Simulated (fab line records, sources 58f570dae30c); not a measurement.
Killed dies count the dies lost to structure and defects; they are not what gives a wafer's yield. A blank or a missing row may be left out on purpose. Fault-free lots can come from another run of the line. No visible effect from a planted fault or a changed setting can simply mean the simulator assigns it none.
Which tool did it? | flow berkeley-cmos170 | 21 wafers sampled from 7 lots at 1 step of a route of 331

== WHAT EACH GAUGE READ, for each wafer ==
UCB170_ACTIVE_CD_MEAS_90: the cd target is 1200 nm.
lot  | measured    | on        | cd-nm (nm)
L409 | day 4 11:16 | cd-sem-01 | 1204.8 1202.7 1203.1
L413 | day 5 18:58 | cd-sem-02 | 1199.3 1198.0 1200.5
L414 | day 5 19:59 | cd-sem-02 | 1202.7 1203.3 1203.0
L421 | day 6 22:01 | cd-sem-02 | 1201.4 1201.2 1201.6
L426 | day 7 22:01 | cd-sem-02 | 1201.0 1198.9 1200.8
L427 | day 8 09:07 | cd-sem-01 | 1202.4 1202.8 1202.1
L431 | day 9 06:07 | cd-sem-02 | 1200.6 1201.0 1201.7

== WHICH TOOL RAN EACH LOT (tool, then ch and the chambers of the sampled wafers, then the start) ==
There is no process step in the record ahead of these readings.

== THE ANSWER, worked out from the rows above alone ==
Rule: the usual values come from the lots themselves. The widest of any qualifying gaps counts: lots, ordered by their means at a reading, are off when they make up no more than a third of the lots, leave a main group of 4 or more, and stand apart from it by 3 or more times the standard deviation of that group's means. Not used: any main group whose means are identical at the precision the tables above print for the reading. Also off: a lot with no number at a reading for which 4 or more lots have one. The other lots that the step has rows for count as sound.
No lot is off at any reading shown: from this, nothing can be told.

== WHAT THE SIMULATOR HAD INSERTED ==
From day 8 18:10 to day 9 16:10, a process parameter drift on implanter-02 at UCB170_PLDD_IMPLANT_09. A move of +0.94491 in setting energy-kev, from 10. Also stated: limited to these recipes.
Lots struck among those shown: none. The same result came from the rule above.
